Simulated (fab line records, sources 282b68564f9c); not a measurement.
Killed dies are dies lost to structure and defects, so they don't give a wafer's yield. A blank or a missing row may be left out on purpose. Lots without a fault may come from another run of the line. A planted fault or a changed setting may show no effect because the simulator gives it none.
One fault seen from 2 desks | flow rit_cmos | each desk has only its own numbers; what lay behind them comes last

THE TOOL OWNER'S DESK: furnace-04
The tool's own readings at RIT_FOX2_OXIDATION_00 (target thk 350.7 nm, ox time 1130 s): means of the sampled wafers that have a number, for each lot that ran on this tool. A lot is out of limits, marked OUT, if its mean lies more than 4 standard deviations from the usual mean; the brackets give that distance.
Columns: A = spike_tc_centre_C at RIT_FOX2_OXIDATION_00, usual 1101.6 C; B = spike_tc_load_C at RIT_FOX2_OXIDATION_00, usual 1125.7 C; C = spike_tc_source_C at RIT_FOX2_OXIDATION_00, usual 1124.7 C
lot  | first seen here | A                 | B      | C
L709 | day 2 16:20     | 1099.9            | 1123.9 | 1122.6
L714 | day 3 17:05     | 1100.5            | 1123.7 | 1122.3
L717 | day 4 07:22     | 1110.8 (+5.8) OUT | 1133.7 | 1133.8 (+4.3) OUT
L718 | day 4 11:41     | 1110.9 (+5.8) OUT | 1133.0 | 1133.5 (+4.2) OUT
L719 | day 4 16:13     | 1110.2 (+5.4) OUT | 1133.7 | 1131.4
This desk's finding: out of limits on L717, L718, L719; first on L717, day 4 07:22 (spike_tc_centre_C at RIT_FOX2_OXIDATION_00). In limits: L709, L714.

THE METROLOGY DESK
What the gauges read, lot by lot, whatever tool the lot ran on: means of the sampled wafers that have a number. A lot is out of limits, marked OUT, if its mean lies more than 4 standard deviations from the usual mean; the brackets give that distance. Of its 11 readings 7 are shown: those that lie furthest out on some lot.
Columns: A = FOX2_OXIDE_THK at RIT_FOX2_THK_MEAS_01, usual 352 nm; B = FIELD_OXIDE_LEFT_1_THK at RIT_FOX2_THK_MEAS_90, usual 325 nm; C = NWELL_OVL at RIT_NWELL_OVL_MEAS_06, usual 0.6 nm; D = NWELL_TW at RIT_NWELL_TW_MEAS_10, usual 2144; E = PWELL_OVL at RIT_PWELL_OVL_MEAS_06, usual -0.1 nm; F = PWELL_TW at RIT_PWELL_TW_MEAS_10, usual 948; G = PWELL_RS at RIT_WELLDRIVE_RS_MEAS_02, usual 429.3 ohm/sq
lot  | first seen here | A   | B   | C    | D    | E    | F   | G
L709 | day 2 12:20     | 345 | 318 | 1.7  | 2163 | -0.3 | 961 | 430.6
L714 | day 3 14:34     | 354 | 327 | -0.9 | 2171 | 0.7  | 959 | 427.2
L717 | day 4 03:50     | 362 | 335 | 2.0  | 2147 | -0.9 | 942 | 427.2
L718 | day 4 07:39     | 364 | 337 | 2.0  | 2151 | -0.9 | 956 | 429.3
L719 | day 4 13:08     | 366 | 339 | -1.3 | 2146 | 1.6  | 940 | 430.8
L726 | day 6 01:32     | 354 | 327 | -1.5 | 2117 | 2.7  | 953 | 428.4
L727 | day 6 05:48     | 349 | 321 | -0.0 | 2146 | 0.7  | 941 | 428.7
This desk's finding: nothing out of limits on any of the 7 lots.

PUT TOGETHER
The tool owner's desk could have raised an alarm at day 4 07:22, on L717, L718, L719.
The metrology desk saw nothing out of limits.
The metrology desk has L717, L718, L719 on record, within its limits.
Of the lots named, all ran RIT_FOX2_OXIDATION_00 on furnace-04.

WHAT THE SIMULATOR HAD PUT IN
Process parameter drift: furnace-04, from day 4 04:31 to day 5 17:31, at RIT_FOX2_OXIDATION_00. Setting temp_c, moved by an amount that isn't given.
Lots struck among those shown: L717, L718, L719.
Hours from the fault's start to each desk's first reading out of limits: the tool owner's desk, 3.
